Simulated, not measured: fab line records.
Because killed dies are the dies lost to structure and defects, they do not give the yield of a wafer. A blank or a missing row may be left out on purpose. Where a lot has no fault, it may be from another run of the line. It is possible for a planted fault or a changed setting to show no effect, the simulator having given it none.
Which of the tools did it? ; flow berkeley_cmos170 ; 13 lots with 39 wafers sampled at 6 steps, on a route of 331 steps

WHAT THE GAUGES READ, wafer by wafer
UCB170_NWELL_OVL_MEAS_12. Usual: for NWELL_OVL the level is -4 nm and the standard deviation is 5.7.
lot;measured;on;NWELL_OVL (nm);flag
L177;day 2 05:55;overlay-02;5 3 1;
L178;day 2 06:12;overlay-02;-7 -5 -6;
L179;day 2 12:38;overlay-01;-8 -16 -4;
L180;day 2 19:34;overlay-01;-14 -8 -7;
L181;day 3 07:11;overlay-01;-6 -3 -4;
L182;day 3 07:18;overlay-02;-5 -9 -10;
L190;day 5 01:56;overlay-02;2 -2 -2;
L189;day 5 02:13;overlay-02;1 -1 0;
L192;day 5 13:39;overlay-02;-2 1 -2;
L193;day 5 13:46;overlay-01;11 8 5;
L195;day 6 00:25;overlay-01;-9 -2 -3;
L197;day 6 06:41;overlay-02;-7 -5 -8;
L199;day 6 21:17;overlay-02;-7 -7 -7;

UCB170_M2_RS_MEAS_02: measures by four-point-probe. Usual: for M2_AL_RS the level is 0.0323 ohm/sq and the standard deviation is 0.00038.
lot;measured;on;M2_AL_RS (ohm/sq);flag
L177;day 7 20:56;film_metro-02;0.0323 0.0320 0.0324;
L178;day 7 21:50;film_metro-01;0.0324 0.0322 0.0326;
L179;day 7 20:50;film_metro-04;0.0319 0.0321 0.0323;
L180;day 8 00:20;film_metro-02;0.0319 0.0322 0.0322;
L181;day 8 15:33;film_metro-04;0.0326 0.0329 0.0331;
L182;day 8 15:51;film_metro-02;0.0317 0.0321 0.0320;
L190;day 10 10:34;film_metro-02;0.0328 0.0324 0.0328;
L189;day 9 14:59;film_metro-04;0.0320 0.0307 0.0323;
L192;day 10 22:00;film_metro-04;0.0321 0.0321 0.0320;
L193;day 10 15:56;film_metro-04;0.0317 0.0316 0.0322;
L195;day 11 00:34;film_metro-02;0.0328 0.0328 0.0321;
L197;day 11 00:02;film_metro-02;0.0328 0.0327 0.0326;
L199;day 12 00:28;film_metro-04;0.0323 0.0325 0.0324;

UCB170_M2_THK_MEAS_03: measures by xrf. Usual: for M2_AL_THK the level is 898 nm and the standard deviation is 12.
lot;measured;on;M2_AL_THK (nm);flag
L177;day 7 21:03;film_metro-02;893 903 891;
L178;day 7 21:56;film_metro-01;898 905 891;
L179;day 7 20:57;film_metro-04;908 898 893;
L180;day 8 00:28;film_metro-02;911 900 899;
L181;day 8 15:40;film_metro-04;881 876 874;
L182;day 8 15:58;film_metro-02;906 897 907;
L190;day 10 10:41;film_metro-02;884 896 886;
L189;day 9 15:07;film_metro-04;912 951 895;
L192;day 10 22:07;film_metro-04;905 900 913;
L193;day 10 16:03;film_metro-04;926 916 904;
L195;day 11 00:41;film_metro-02;884 879 898;
L197;day 11 00:09;film_metro-02;880 886 889;
L199;day 12 00:35;film_metro-04;908 901 902;

UCB170_M3_CD_MEAS_90: target cd 700 nm. Usual: cd_nm reads 701 nm (standard deviation 3.6).
lot;measured;on;cd_nm (nm);flag
L177;day 8 08:26;cd_sem-01;704 696 699;
L178;day 8 08:31;cd_sem-02;702 699 701;
L179;day 8 08:19;cd_sem-02;695 694 700;
L180;day 8 09:34;cd_sem-02;696 697 696;
L181;day 9 01:27;cd_sem-02;702 703 703;
L182;day 9 01:40;cd_sem-01;697 699 698;
L190;day 10 20:05;cd_sem-01;705 704 704;
L189;day 10 01:40;cd_sem-02;699 699 701;
L192;day 11 11:11;cd_sem-02;700 704 697;
L193;day 11 00:56;cd_sem-02;697 703 699;
L195;day 11 12:58;cd_sem-01;702 704 706;
L197;day 11 11:15;cd_sem-01;695 695 696;
L199;day 12 12:02;cd_sem-01;697 697 699;

WHAT TOOL EACH LOT RAN ON (gives the tool, then ch and the chambers of the sampled wafers, and finally the start)
lot;UCB170_M2_SPUTTER_01;UCB170_M3_SPUTTER_01
L177;pvd_sputter-03, day 7 20:51;pvd_sputter-03, day 8 04:56
L178;pvd_sputter-01, day 7 21:44;pvd_sputter-04, day 8 04:59
L179;pvd_sputter-01, day 7 20:44;pvd_sputter-04, day 8 04:43
L180;pvd_sputter-03, day 8 00:15;pvd_sputter-03, day 8 06:23
L181;pvd_sputter-02, day 8 15:28;pvd_sputter-04, day 8 22:26
L182;pvd_sputter-01, day 8 15:46;pvd_sputter-03, day 8 22:43
L190;pvd_sputter-01, day 10 10:28;pvd_sputter-03, day 10 17:04
L189;pvd_sputter-02, day 9 14:55;pvd_sputter-02, day 9 21:36
L192;pvd_sputter-03, day 10 21:55;pvd_sputter-03, day 11 07:58
L193;pvd_sputter-03, day 10 15:51;pvd_sputter-04, day 10 21:48
L195;pvd_sputter-03, day 11 00:29;pvd_sputter-02, day 11 10:19
L197;pvd_sputter-01, day 10 23:56;pvd_sputter-02, day 11 07:47
L199;pvd_sputter-01, day 12 00:23;pvd_sputter-04, day 12 06:55
- UCB170_M2_SPUTTER_01: material Al, target thk 900 nm, time 120 s.
- UCB170_M3_SPUTTER_01: material Al, target thk 900 nm, time 120 s.

AS READ BY THE TOOLS THEMSELVES (means over the sampled wafers that have a number; for cases with no such wafer, the mark the record gives instead)
UCB170_M2_SPUTTER_01. Usual: throttle_valve_pct reads 29.5 % (standard deviation 1.5).
lot;tool;throttle_valve_pct (%);flag
L177;pvd_sputter-03;28.9;
L178;pvd_sputter-01;30.2;
L179;pvd_sputter-01;30.9;
L180;pvd_sputter-03;28.3;
L181;pvd_sputter-02;29.3;
L182;pvd_sputter-01;30.3;
L190;pvd_sputter-01;30.2;
L189;pvd_sputter-02;29.9;
L192;pvd_sputter-03;29.1;
L193;pvd_sputter-03;30.5;
L195;pvd_sputter-03;28.4;
L197;pvd_sputter-01;29.3;
L199;pvd_sputter-01;30.5;

UCB170_M3_SPUTTER_01. Usual: throttle_valve_pct reads 29.7 % (standard deviation 1.5).
lot;tool;throttle_valve_pct (%);flag
L177;pvd_sputter-03;27.1;
L178;pvd_sputter-04;30.9;
L179;pvd_sputter-04;30.5;
L180;pvd_sputter-03;29.3;
L181;pvd_sputter-04;30.9;
L182;pvd_sputter-03;29.1;
L190;pvd_sputter-03;29.1;
L189;pvd_sputter-02;29.3;
L192;pvd_sputter-03;28.4;
L193;pvd_sputter-04;30.9;
L195;pvd_sputter-02;29.3;
L197;pvd_sputter-02;29.3;
L199;pvd_sputter-04;31.0;

THE ANSWER, worked out from the rows above alone
Rule: a lot counts as off when the mean over its wafers that have a number is more than 3 standard deviations away from the usual mean. Also off: a lot with no number at a reading for which 4 or more lots have one. All remaining lots with rows at the step are treated as sound. Order of review: gauges by route order, followed by the tools' own readings, for which a lot's mean as printed above is used. The first step at which some lot is off is used, and at that step the reading that is off furthest; a lot without a number counts as furthest.
Across all readings shown, no lot is off: no conclusion can be drawn from this.

WHAT THE SIMULATOR PUT IN
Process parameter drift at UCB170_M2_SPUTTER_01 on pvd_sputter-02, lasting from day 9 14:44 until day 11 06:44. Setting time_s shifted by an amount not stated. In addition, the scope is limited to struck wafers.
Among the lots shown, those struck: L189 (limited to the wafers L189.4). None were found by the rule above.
